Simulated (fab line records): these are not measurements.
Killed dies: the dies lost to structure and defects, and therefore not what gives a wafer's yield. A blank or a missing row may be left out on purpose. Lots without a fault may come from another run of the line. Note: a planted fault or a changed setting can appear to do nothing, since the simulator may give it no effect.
Which of the tools did it? || flow ritCmos || 45 wafers from 15 lots sampled at 4 of the route's 202 steps

== WHAT THE GAUGES SHOWED, per wafer ==
RIT_GATE_THK_MEAS_07.
{"lot": "L571", "measured": "day 2 19:21", "on": "filmMetro-03", "GATE_OXIDE_THK (nm)": "3.09 3.05 3.07"}
{"lot": "L572", "measured": "day 3 00:39", "on": "filmMetro-01", "GATE_OXIDE_THK (nm)": "3.07 3.12 3.07"}
{"lot": "L574", "measured": "day 3 09:32", "on": "filmMetro-03", "GATE_OXIDE_THK (nm)": "3.09 3.02 3.00"}
{"lot": "L575", "measured": "day 3 11:23", "on": "filmMetro-01", "GATE_OXIDE_THK (nm)": "3.06 3.08 3.04"}
{"lot": "L576", "measured": "day 3 16:07", "on": "filmMetro-04", "GATE_OXIDE_THK (nm)": "3.04 3.14 3.09"}
{"lot": "L577", "measured": "day 3 19:33", "on": "filmMetro-01", "GATE_OXIDE_THK (nm)": "3.11 3.11 3.04"}
{"lot": "L578", "measured": "day 3 22:11", "on": "filmMetro-01", "GATE_OXIDE_THK (nm)": "3.05 2.98 2.99"}
{"lot": "L579", "measured": "day 4 05:47", "on": "filmMetro-01", "GATE_OXIDE_THK (nm)": "3.05 3.07 3.04"}
{"lot": "L580", "measured": "day 4 17:10", "on": "filmMetro-04", "GATE_OXIDE_THK (nm)": "2.95 3.04 2.98"}
{"lot": "L581", "measured": "day 4 23:41", "on": "filmMetro-01", "GATE_OXIDE_THK (nm)": "2.94 2.99 2.97"}
{"lot": "L586", "measured": "day 5 23:26", "on": "filmMetro-04", "GATE_OXIDE_THK (nm)": "3.00 3.03 3.02"}
{"lot": "L589", "measured": "day 6 15:09", "on": "filmMetro-01", "GATE_OXIDE_THK (nm)": "3.01 3.09 3.14"}
{"lot": "L590", "measured": "day 6 17:34", "on": "filmMetro-03", "GATE_OXIDE_THK (nm)": "3.12 3.10 3.16"}
{"lot": "L592", "measured": "day 7 02:13", "on": "filmMetro-03", "GATE_OXIDE_THK (nm)": "3.03 3.03 3.08"}
{"lot": "L593", "measured": "day 7 07:32", "on": "filmMetro-04", "GATE_OXIDE_THK (nm)": "3.19 3.12 3.10"}

RIT_NSD_TW_MEAS_10.
{"lot": "L571", "measured": "day 3 09:53", "on": "filmMetro-04", "NSD_TW": "3101 3093 3096"}
{"lot": "L572", "measured": "day 3 15:01", "on": "filmMetro-03", "NSD_TW": "3159 3160 3170"}
{"lot": "L574", "measured": "day 3 23:10", "on": "filmMetro-03", "NSD_TW": "3159 3171 3168"}
{"lot": "L575", "measured": "day 4 02:25", "on": "filmMetro-02", "NSD_TW": "3147 3161 3156"}
{"lot": "L576", "measured": "day 4 06:26", "on": "filmMetro-02", "NSD_TW": "3166 3160 3160"}
{"lot": "L577", "measured": "day 4 09:09", "on": "filmMetro-02", "NSD_TW": "3167 3155 3162"}
{"lot": "L578", "measured": "day 4 13:14", "on": "filmMetro-03", "NSD_TW": "3153 3142 3157"}
{"lot": "L579", "measured": "day 4 21:47", "on": "filmMetro-03", "NSD_TW": "3137 3133 3139"}
{"lot": "L580", "measured": "day 5 09:14", "on": "filmMetro-03", "NSD_TW": "3141 3146 3132"}
{"lot": "L581", "measured": "day 5 14:34", "on": "filmMetro-04", "NSD_TW": "3130 3126 3109"}
{"lot": "L586", "measured": "day 6 13:43", "on": "filmMetro-02", "NSD_TW": "3149 3156 3135"}
{"lot": "L589", "measured": "day 7 04:50", "on": "filmMetro-04", "NSD_TW": "3104 3126 3126"}
{"lot": "L590", "measured": "day 7 09:34", "on": "filmMetro-03", "NSD_TW": "3174 3166 3150"}
{"lot": "L592", "measured": "day 7 16:56", "on": "filmMetro-03", "NSD_TW": "3165 3165 3163"}
{"lot": "L593", "measured": "day 7 21:59", "on": "filmMetro-02", "NSD_TW": "3166 3155 3150"}

RIT_SDANNEAL_RS_MEAS_04: a four-point-probe measurement.
{"lot": "L571", "measured": "day 3 11:57", "on": "filmMetro-04", "PSD_RS (ohm/sq)": "115.63 116.02 116.03"}
{"lot": "L572", "measured": "day 3 17:16", "on": "filmMetro-04", "PSD_RS (ohm/sq)": "116.05 116.06 115.99"}
{"lot": "L574", "measured": "day 4 01:07", "on": "filmMetro-02", "PSD_RS (ohm/sq)": "116.03 115.95 116.36"}
{"lot": "L575", "measured": "day 4 04:30", "on": "filmMetro-03", "PSD_RS (ohm/sq)": "115.90 116.25 116.21"}
{"lot": "L576", "measured": "day 4 08:29", "on": "filmMetro-02", "PSD_RS (ohm/sq)": "116.10 115.75 115.91"}
{"lot": "L577", "measured": "day 4 11:15", "on": "filmMetro-02", "PSD_RS (ohm/sq)": "118.15 117.69 118.12"}
{"lot": "L578", "measured": "day 4 15:19", "on": "filmMetro-03", "PSD_RS (ohm/sq)": "117.46 117.69 118.00"}
{"lot": "L579", "measured": "day 4 23:44", "on": "filmMetro-04", "PSD_RS (ohm/sq)": "116.28 116.50 116.00"}
{"lot": "L580", "measured": "day 5 11:09", "on": "filmMetro-02", "PSD_RS (ohm/sq)": "118.20 118.04 117.75"}
{"lot": "L581", "measured": "day 5 16:38", "on": "filmMetro-04", "PSD_RS (ohm/sq)": "116.22 116.39 115.86"}
{"lot": "L586", "measured": "day 6 15:53", "on": "filmMetro-04", "PSD_RS (ohm/sq)": "116.20 115.90 115.85"}
{"lot": "L589", "measured": "day 7 07:14", "on": "filmMetro-02", "PSD_RS (ohm/sq)": "116.37 116.29 116.40"}
{"lot": "L590", "measured": "day 7 11:56", "on": "filmMetro-02", "PSD_RS (ohm/sq)": "116.58 116.24 116.33"}
{"lot": "L592", "measured": "day 7 19:11", "on": "filmMetro-02", "PSD_RS (ohm/sq)": "115.59 115.73 115.69"}
{"lot": "L593", "measured": "day 8 00:13", "on": "filmMetro-02", "PSD_RS (ohm/sq)": "116.33 116.30 116.15"}

== WHAT TOOL EACH LOT RAN ON (gives the tool, then ch and the chambers of the sampled wafers, and finally the start) ==
{"lot": "L571", "RIT_PSD_IMPLANT_08": "implanter-02 ch 0, day 3 11:08"}
{"lot": "L572", "RIT_PSD_IMPLANT_08": "implanter-02 ch 0, day 3 16:27"}
{"lot": "L574", "RIT_PSD_IMPLANT_08": "implanter-01 ch 0, day 4 00:19"}
{"lot": "L575", "RIT_PSD_IMPLANT_08": "implanter-02 ch 0, day 4 03:39"}
{"lot": "L576", "RIT_PSD_IMPLANT_08": "implanter-02 ch 0, day 4 07:40"}
{"lot": "L577", "RIT_PSD_IMPLANT_08": "implanter-02 ch 0, day 4 10:17"}
{"lot": "L578", "RIT_PSD_IMPLANT_08": "implanter-02 ch 0, day 4 14:29"}
{"lot": "L579", "RIT_PSD_IMPLANT_08": "implanter-01 ch 0, day 4 22:53"}
{"lot": "L580", "RIT_PSD_IMPLANT_08": "implanter-02 ch 0, day 5 10:20"}
{"lot": "L581", "RIT_PSD_IMPLANT_08": "implanter-01 ch 0, day 5 15:49"}
{"lot": "L586", "RIT_PSD_IMPLANT_08": "implanter-03 ch 0, day 6 15:05"}
{"lot": "L589", "RIT_PSD_IMPLANT_08": "implanter-03 ch 0, day 7 06:14"}
{"lot": "L590", "RIT_PSD_IMPLANT_08": "implanter-01 ch 0, day 7 10:56"}
{"lot": "L592", "RIT_PSD_IMPLANT_08": "implanter-01 ch 0, day 7 18:11"}
{"lot": "L593", "RIT_PSD_IMPLANT_08": "implanter-01 ch 0, day 7 23:23"}
- RIT_PSD_IMPLANT_08

== AS READ BY THE TOOLS THEMSELVES (means over the sampled wafers that have a number; for cases with no such wafer, the mark the record gives instead) ==
RIT_PSD_IMPLANT_08.
{"lot": "L571", "tool": "implanter-02", "beamEnergyKeV": 27.000}
{"lot": "L572", "tool": "implanter-02", "beamEnergyKeV": 26.995}
{"lot": "L574", "tool": "implanter-01", "beamEnergyKeV": 27.005}
{"lot": "L575", "tool": "implanter-02", "beamEnergyKeV": 26.998}
{"lot": "L576", "tool": "implanter-02", "beamEnergyKeV": 27.003}
{"lot": "L577", "tool": "implanter-02", "beamEnergyKeV": 26.991}
{"lot": "L578", "tool": "implanter-02", "beamEnergyKeV": 26.990}
{"lot": "L579", "tool": "implanter-01", "beamEnergyKeV": 27.006}
{"lot": "L580", "tool": "implanter-02", "beamEnergyKeV": 27.013}
{"lot": "L581", "tool": "implanter-01", "beamEnergyKeV": 27.005}
{"lot": "L586", "tool": "implanter-03", "beamEnergyKeV": 26.999}
{"lot": "L589", "tool": "implanter-03", "beamEnergyKeV": 27.004}
{"lot": "L590", "tool": "implanter-01", "beamEnergyKeV": 26.997}
{"lot": "L592", "tool": "implanter-01", "beamEnergyKeV": 27.002}
{"lot": "L593", "tool": "implanter-01", "beamEnergyKeV": 26.999}

== THE ANSWER, worked out from the rows above alone ==
Rule: the usual values come from the lots themselves. The widest of any qualifying gaps counts: lots, ordered by their means at a reading, are off when they make up no more than a third of the lots, leave a main group of 4 or more, and stand apart from it by 3 or more times the standard deviation of that group's means. The tables above print the reading to a certain number of digits; a main group whose means all agree to those digits is not used. A lot without any number at a reading at which 4 lots or more have one is off too. Any other lot the step has rows for is counted as sound. Order of review: gauges by route order, followed by the tools' own readings, for which a lot's mean as printed above is used. At the first step where some lot is off, the reading lying furthest off is the one used; lots without a number count as furthest.
Off: at RIT_SDANNEAL_RS_MEAS_04 (PSD_RS), L577, L578, L580. Mean 116.10 ohm/sq and standard deviation 0.2 in the main group.
A tool fits if, at a process step before that reading, it ran every lot that is off, and no sound lot after the first of them. Those tools and the gauges at RIT_SDANNEAL_RS_MEAS_04 are tried in the same way. One fits: implanter-02 at RIT_PSD_IMPLANT_08. A fault onset in the window from L576 (day 4 07:40, its last sound lot) to L577 (day 4 10:17, its first lot off) fits.

== WHAT THE SIMULATOR PUT IN ==
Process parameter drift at RIT_PSD_IMPLANT_08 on implanter-02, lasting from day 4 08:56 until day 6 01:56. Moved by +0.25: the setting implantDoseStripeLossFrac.
Lots struck among those shown: L577, L578, L580. The rule above found the same.
